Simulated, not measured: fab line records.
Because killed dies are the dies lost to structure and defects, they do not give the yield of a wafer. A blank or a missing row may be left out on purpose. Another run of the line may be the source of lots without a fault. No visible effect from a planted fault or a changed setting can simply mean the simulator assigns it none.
A lot that was struck, set against a sound lot + flow rit-cmos + 18 steps out of a route of 202
Sound: the wafers L298.1, L298.2, L298.4. Struck: wafers L309.1, L309.2, L309.3. The cause is given at the end.
For every step that has rows: the tool of each side, followed by ch and its chambers, followed by its first start. Under that, the readings that differ: sound wafers + struck wafers + difference of the means + sigmas: that difference in standard deviations of wafers without a fault.
alike: a reading whose means differ by less than 2 such deviations, as well as words and numbers matching on both sides. not compared: withheld readings; readings where some wafer has no value; bounds like >300 that might hide an equal value; numbers whose values overlap and for which the record gives no deviation.
Wherever a step has rows on one side only, a row that says differs or no value, or a row with sigmas, the two part there. Non-overlapping numbers with no deviation appear without sigmas and do not part them. A reading missing from all wafers of one side parts the sides only when that side holds two or more wafers.

first, 5 steps without rows for these wafers: RIT_NRETRO_COAT_01 (resist thk 1300 nm); RIT_NRETRO_SOFTBAKE_02 (time 60 s); RIT_NRETRO_EXPOSE_03 (exposes mask M4, target cd 43900 nm); RIT_NRETRO_PEB_04; RIT_NRETRO_DEVELOP_05 (develop time 68 s).
RIT_NRETRO_OVL_MEAS_06:
  struck on overlay-01, day 4 23:25; sound on overlay-02, day 2 15:48
  alike: NRETRO_OVL
then, 2 steps without rows for these wafers: RIT_NRETRO_HARDBAKE_07 (time 120 s); RIT_NRETRO_IMPLANT_08.
RIT_NRETRO_STRIP_09: strips in O2, time 180 s.
  sound on plasma-asher-03 ch 0,1, day 2 16:14; struck on plasma-asher-03 ch 0,1, day 4 23:51
  alike: drypump-motor-current-A
  not compared: rf-hours-counter-h
RIT_NRETRO_TW_MEAS_10:
  struck on film-metro-04, day 5 00:02; sound on film-metro-04, day 2 16:25
  alike: NRETRO_TW
then, 2 steps without rows for these wafers: RIT_PRETRO_HMDS_00 (prime time 60 s); RIT_PRETRO_COAT_01 (resist thk 1300 nm).
RIT_PRETRO_SOFTBAKE_02: time 60 s.
  sound on litho-track-03 ch 0, day 2 16:46; struck on litho-track-03 ch 0, day 5 00:23
| reading                                     | sound             | struck            | difference | sigmas |
|---------------------------------------------|-------------------|-------------------|------------|--------|
| heater-power-total-W (W)                    | 34.50 34.58 34.62 | 35.97 36.11 36.04 | +1.47      | +29    |
| plate-temp-C (C)                            | 90.01 89.96 90.09 | 92.79 92.75 92.78 | +2.75      | +23    |
| resist-line-temp-C (C)                      | 22.92 22.93 22.97 | 23.19 23.22 23.21 | +0.27      | +2     |
| model.NOVOLAK_of_PRETRO_COAT_01.thk-nm (nm) | 1305 1301 1304    | 1288 1285 1287    | -17        |        |
then, 2 steps without rows for these wafers: RIT_PRETRO_EXPOSE_03 (exposes mask M5, target cd 43700 nm); RIT_PRETRO_PEB_04.
RIT_PRETRO_DEVELOP_05: develop time 64.65 s.
  sound: litho-track-01 ch 0; struck: litho-track-01 ch 0
| reading                                     | sound          | struck         | difference | sigmas |
|---------------------------------------------|----------------|----------------|------------|--------|
| model.NOVOLAK_of_PRETRO_COAT_01.thk-nm (nm) | 1305 1300 1303 | 1288 1284 1286 | -17        |        |
  alike: resist-line-temp-C
RIT_PRETRO_OVL_MEAS_06:
  struck on overlay-02, day 5 00:58; sound on overlay-01, day 2 17:21
  alike: PRETRO_OVL
RIT_M1_PROBE_99:
  struck on prober-01, day 6 03:21; sound on prober-02, day 3 20:56
  alike: killed-at-front-end, killed-dies, killed-open, killed-short

## WHERE THEY PART
Only at RIT_PRETRO_SOFTBAKE_02, within this record. Later steps at which nothing parts them and some readings are alike: RIT_PRETRO_DEVELOP_05, RIT_PRETRO_OVL_MEAS_06, RIT_M1_PROBE_99.

WHY: what had been put in by the simulator
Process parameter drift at RIT_PRETRO_SOFTBAKE_02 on litho-track-03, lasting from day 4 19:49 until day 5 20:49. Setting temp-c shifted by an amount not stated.
